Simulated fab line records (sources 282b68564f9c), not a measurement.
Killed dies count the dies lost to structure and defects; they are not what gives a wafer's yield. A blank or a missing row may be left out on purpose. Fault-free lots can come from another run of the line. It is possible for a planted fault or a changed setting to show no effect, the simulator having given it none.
Comparing a struck lot with a sound one || flow rit cmos || 39 out of 202 route steps
Sound: the wafers L718.1, L718.3, L718.5. Struck: wafers L733.3, L733.4, L733.6. At the end, the cause is stated.
Each step with rows lists, per side, the tool, then ch with its chambers, then its first start. Under that, the readings that differ: sound wafers || struck wafers || difference of the means || sigmas: that difference in standard deviations of wafers without a fault.
alike: same words and numbers on both sides, and readings whose means sit less than 2 such deviations apart. not compared: any withheld reading, any reading some wafer has no value for, any bound like >300 that may hide the same value, and any number with overlapping values for which the record gives no deviation.
The two part at a step that has a row with sigmas, a row that says differs or no value, or rows on one side only. Numbers that don't overlap but have no deviation are shown without sigmas and don't part them. A reading missing from all wafers of one side parts the sides only when that side holds two or more wafers.

first, 3 steps without rows for these wafers: RIT_GATE_EXPOSE_13 (exposes mask M6, target cd 150 nm); RIT_GATE_PEB_14; RIT_GATE_DEVELOP_15 (develop time 50 s).
RIT_GATE_CD_MEAS_16: the cd target is 150 nm.
  struck on cd sem-01, day 6 17:15; sound on cd sem-01, day 3 15:08
  alike: cd nm
RIT_GATE_OVL_MEAS_17:
  struck on overlay-02, day 6 17:20; sound on overlay-01, day 3 15:15
  alike: GATE_OVL
then, 1 step without rows for these wafers: RIT_GATE_HARDBAKE_18 (time 60 s).
RIT_GATE_ETCH_19: etches poly-Si in SF6/CHF3/O2, stops on SiO2, time 165 s, target depth 312.5 nm.
  sound on rie si-02 ch 1,2,3, day 3 15:26; struck on rie si-01 ch 0,1,2, day 6 17:31
  alike: drypump motor current A, oes product au, throttle valve pct
  not compared: rf hours counter h
RIT_GATE_STRIP_20: strips in O2, time 180 s.
  sound on plasma asher-02 ch 0,1, day 3 15:32; struck on plasma asher-01 ch 0,1, day 6 17:41
  alike: drypump motor current A, o2 flow sccm, rf refl power W
  not compared: rf hours counter h
RIT_GATE_CD_MEAS_90: the cd target is 150 nm.
  struck on cd sem-02, day 6 17:50; sound on cd sem-01, day 3 15:43
  alike: cd nm
then, 3 steps without rows for these wafers: RIT_REOX_CLEAN_00 (cleans in SC1, time 600 s); RIT_REOX_CLEAN_01 (cleans in dHF, time 30 s); RIT_REOX_CLEAN_02 (cleans in SC2, time 583.4 s).
RIT_REOX_OXIDATION_03: target thk 25.2 nm, ox time 5580 s.
  sound on furnace-04 ch 0, day 3 16:48; struck on furnace-01 ch 0, day 6 18:17
{"reading": "spike tc centre C (C)", "sound": "902.3 902.7 901.0", "struck": "920.2 921.3 922.3", "difference": "+19.3", "sigmas": "+20"}
{"reading": "spike tc load C (C)", "sound": "926 927 925", "struck": "939 938 941", "difference": "+13", "sigmas": "+4"}
{"reading": "spike tc source C (C)", "sound": "921.7 922.5 924.1", "struck": "945.7 945.7 944.2", "difference": "+22.4", "sigmas": "+17"}
{"reading": "tube center temp C (C)", "sound": "899.94 900.01 899.95", "struck": "919.98 920.02 920.02", "difference": "+20.04", "sigmas": "+99 or more"}
{"reading": "tube_center_temp_C_max", "sound": "901.8 902.0 902.0", "struck": "922.6 922.9 922.2", "difference": "+20.6", "sigmas": "+50"}
{"reading": "model.SiO2_of_REOX_OXIDATION_03.thk nm (nm)", "sound": "25.37 25.23 25.04", "struck": "30.16 30.19 30.17", "difference": "+4.96", "sigmas": ""}
RIT_REOX_THK_MEAS_04:
  struck on film metro-02, day 6 20:52; sound on film metro-02, day 3 19:21
{"reading": "REOX_OXIDE_THK (nm)", "sound": "25.3 25.2 25.1", "struck": "30.2 30.2 30.1", "difference": "+5.0", "sigmas": "+12"}
then, 6 steps without rows for these wafers: RIT_NLDD_HMDS_00 (prime time 60 s); RIT_NLDD_COAT_01 (resist thk 1000 nm); RIT_NLDD_SOFTBAKE_02 (time 60 s); RIT_NLDD_EXPOSE_03 (exposes mask M7, target cd 40700 nm); RIT_NLDD_PEB_04; RIT_NLDD_DEVELOP_05 (develop time 50 s).
RIT_NLDD_OVL_MEAS_06:
  struck on overlay-01, day 6 21:50; sound on overlay-01, day 3 20:18
{"reading": "NLDD_OVL (nm)", "sound": "-1.4 -1.4 -0.5", "struck": "2.4 2.3 1.3", "difference": "+3.1", "sigmas": "+2"}
then, 2 steps without rows for these wafers: RIT_NLDD_HARDBAKE_07 (time 60 s); RIT_NLDD_IMPLANT_08.
RIT_NLDD_STRIP_09: strips in O2, time 180 s.
  sound on plasma asher-01 ch 0,1, day 3 20:45; struck on plasma asher-01 ch 0,1, day 6 22:13
  alike: drypump motor current A, o2 flow sccm, rf refl power W
  not compared: rf hours counter h
RIT_NLDD_TW_MEAS_10:
  struck on film metro-02, day 6 22:21; sound on film metro-03, day 3 20:56
  alike: NLDD_TW
then, 6 steps without rows for these wafers: RIT_PLDD_HMDS_00 (prime time 60 s); RIT_PLDD_COAT_01 (resist thk 1000 nm); RIT_PLDD_SOFTBAKE_02 (time 60 s); RIT_PLDD_EXPOSE_03 (exposes mask M8, target cd 40900 nm); RIT_PLDD_PEB_04; RIT_PLDD_DEVELOP_05 (develop time 50 s).
RIT_PLDD_OVL_MEAS_06:
  struck on overlay-02, day 6 23:22; sound on overlay-02, day 3 21:50
  alike: PLDD_OVL
then, 2 steps without rows for these wafers: RIT_PLDD_HARDBAKE_07 (time 60 s); RIT_PLDD_IMPLANT_08.
RIT_PLDD_STRIP_09: strips in O2, time 180 s.
  sound on plasma asher-03 ch 0,1, day 3 22:13; struck on plasma asher-04 ch 0,1, day 6 23:46
  alike: drypump motor current A, o2 flow sccm, rf refl power W
  not compared: rf hours counter h
RIT_PLDD_TW_MEAS_10:
  struck on film metro-02, day 6 23:53; sound on film metro-03, day 3 22:23
  alike: PLDD_TW
RIT_SPACER_CLEAN_00: cleans in SC1, time 623.6 s.
  sound on wet bench-03 ch 3, day 3 22:26; struck on wet bench-03 ch 1, day 6 23:56
{"reading": "temp c (C)", "sound": "74.87 74.95 74.96", "struck": "75.18 75.18 75.16", "difference": "+0.25", "sigmas": "+2"}
{"reading": "model.SiO2_of_REOX_OXIDATION_03.thk nm (nm)", "sound": "23.38 23.23 23.05", "struck": "27.75 27.77 27.76", "difference": "+4.54", "sigmas": ""}
  alike: bath guard temp C
then, 1 step without rows for these wafers: RIT_SPACER_CLEAN_01 (cleans in dHF, time 30 s).
RIT_M1_PROBE_99:
  struck on prober-02, day 7 13:34; sound on prober-01, day 4 11:56
{"reading": "model.etest.pmos turned.r on ohm um", "sound": "3510 3515 3478", "struck": "4868 4924 4837", "difference": "+1375", "sigmas": ""}
{"reading": "model.etest.pmos_0p3.r on ohm um", "sound": "6344 6308 6279", "struck": "6929 6960 6847", "difference": "+602", "sigmas": ""}
{"reading": "model.etest.pmos_0p15.r on ohm um", "sound": "2825 2776 2770", "struck": "3359 3388 3301", "difference": "+559", "sigmas": ""}
{"reading": "model.etest.pldd.rs ohm sq", "sound": "547.7 539 524.2", "struck": "859.5 863.6 868.1", "difference": "+326.8", "sigmas": ""}
{"reading": "model.etest.nmos_0p3.r on ohm um", "sound": "2183 2127 2150", "struck": "2270 2297 2269", "difference": "+125", "sigmas": ""}
{"reading": "model.etest.nmos_0p15.r on ohm um", "sound": "1197 1134 1146", "struck": "1257 1267 1239", "difference": "+95", "sigmas": ""}
{"reading": "model.etest.nmos turned.drive ua um", "sound": "311.2 313.9 315.8", "struck": "215.5 210.9 216.1", "difference": -99.5, "sigmas": ""}
{"reading": "model.etest.nldd.rs ohm sq", "sound": "420.4 413.2 409", "struck": "469.1 474.3 472.6", "difference": "+57.8", "sigmas": ""}
  alike: killed at contacts, killed at front end, killed dies, killed on rim, killed open, killed short

WHERE THEY PART
At RIT_REOX_OXIDATION_03 first; at RIT_SPACER_CLEAN_00 last (within this record only). Later steps at which nothing parts them and some readings are alike: RIT_M1_PROBE_99.

WHY: whatever the simulator had introduced
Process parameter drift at RIT_REOX_OXIDATION_03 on furnace-01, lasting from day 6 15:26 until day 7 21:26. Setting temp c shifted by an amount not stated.
